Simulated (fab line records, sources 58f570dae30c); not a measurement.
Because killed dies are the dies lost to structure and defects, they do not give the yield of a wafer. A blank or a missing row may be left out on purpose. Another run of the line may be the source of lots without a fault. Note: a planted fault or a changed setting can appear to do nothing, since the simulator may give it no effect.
Code-filled problem report in 8D (eight disciplines) form | flow berkeleyCmos170 | the parts of the form that need people (team, actions taken, sign-off) are left out

## 1. WHAT IS WRONG
M1_AL_RS at UCB170_M1_RS_MEAS_01 reads a mean of 0.0637 ohm/sq on 2 wafers of 1 lot; wafers without a fault read 0.0487 ohm/sq with a standard deviation of 0.00053. That puts it +28 standard deviations away from the usual mean.
The step: measures by four-point-probe.
Earliest sighting: wafer L277.2 on filmMetro-01 at day 12 01:33. The record holds 39 wafers of 13 lots with a number at this step. The rule behind "out" and "out of limits": a value lying over 4 standard deviations away from the usual mean. Any other wafer with a number is counted as sound.

## 2. WHAT IT IS, AND WHAT IT ISN'T
question                    | is                | is not
which readings at this step | M1_AL_RS          | -
which lots                  | L277              | L262, L263, L264, L265, L266, L267, L278, L279, L282, L283, L284, L285
which wafers of those lots  | L277.2, L277.6    | L277.3
read on which gauges        | filmMetro-01      | filmMetro-03, filmMetro-04
when                        | from day 12 01:33 | up to then (19 sound wafers); but 18 sound wafers of L278, L279, L282, L283, L284, L285 came after

## 3. WHAT RULES OUT EACH SUSPECT
Counting: any tool at a process step up to the reading remains a suspect provided it ran every lot that is out. Sound lots after the first of them don't rule it out here, since some wafers of a struck lot are sound.
- ruled out: the gauge at UCB170_M1_RS_MEAS_01. All the wafers that are out were read on filmMetro-01, but those of them that UCB170_M1_METAL_ETCH_12 has rows for are out there too, on other tools.
- pvdSputter-02 at UCB170_M1_SPUTTER_00 (material Al, target thk 600 nm, time 80 s): kept. It processed L277, the lot that is out, at day 12 01:28, and its most recent sound lot before then was L266 at day 9 17:31.
After counting, what remains is pvdSputter-02 at UCB170_M1_SPUTTER_00.

## 4. THE CAUSE (what the simulator had put in)
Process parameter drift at UCB170_M1_SPUTTER_00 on pvdSputter-02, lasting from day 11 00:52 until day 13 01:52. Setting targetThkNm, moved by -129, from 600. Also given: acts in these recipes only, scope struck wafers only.
After counting, this tool was the only one left.

## 5. SEQUENCE OF EFFECTS, ordered by route
One row per reading whose mean, taken over the struck wafers that have a number, lies over 3 standard deviations from the usual. Scope: only readings with a usual standard deviation given in the record; hours: median across lots of the time from each lot's start at the first step in this table that gives one to its start at this step; sigmas: change in usual standard deviations.
hours | step                    | reading      | usual         | on struck wafers | change  | sigmas
0     | UCB170_M1_RS_MEAS_01    | M1_AL_RS     | 0.0487 ohm/sq | 0.0637           | +0.0150 | +28
0     | UCB170_M1_THK_MEAS_02   | M1_AL_THK    | 596 nm        | 461              | -135    | -20
1     | UCB170_M1_METAL_ETCH_12 | oesProductAu | 0.849 a.u.    | 0.736            | -0.113  | -9.5
Process steps it contains:
- UCB170_M1_METAL_ETCH_12: etches Al in Cl2/BCl3, stops on PSG, target depth 780 nm, time 130 s.

## 6. WHAT WOULD HAVE CAUGHT IT SOONER
The first out-of-limits reading at a measuring or inspecting step in this record came at day 12 01:33, 25 hours after the fault's start at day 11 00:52.
Of the tool readings at UCB170_M1_SPUTTER_00 for which the record gives a usual standard deviation, none was out on any struck wafer, so an alarm limit of 4 standard deviations on them would not have fired.
By day 12 01:33, every lot that is out (1) had started UCB170_M1_SPUTTER_00 on pvdSputter-02. Had the tool been put on hold then, not one of them would have been saved.
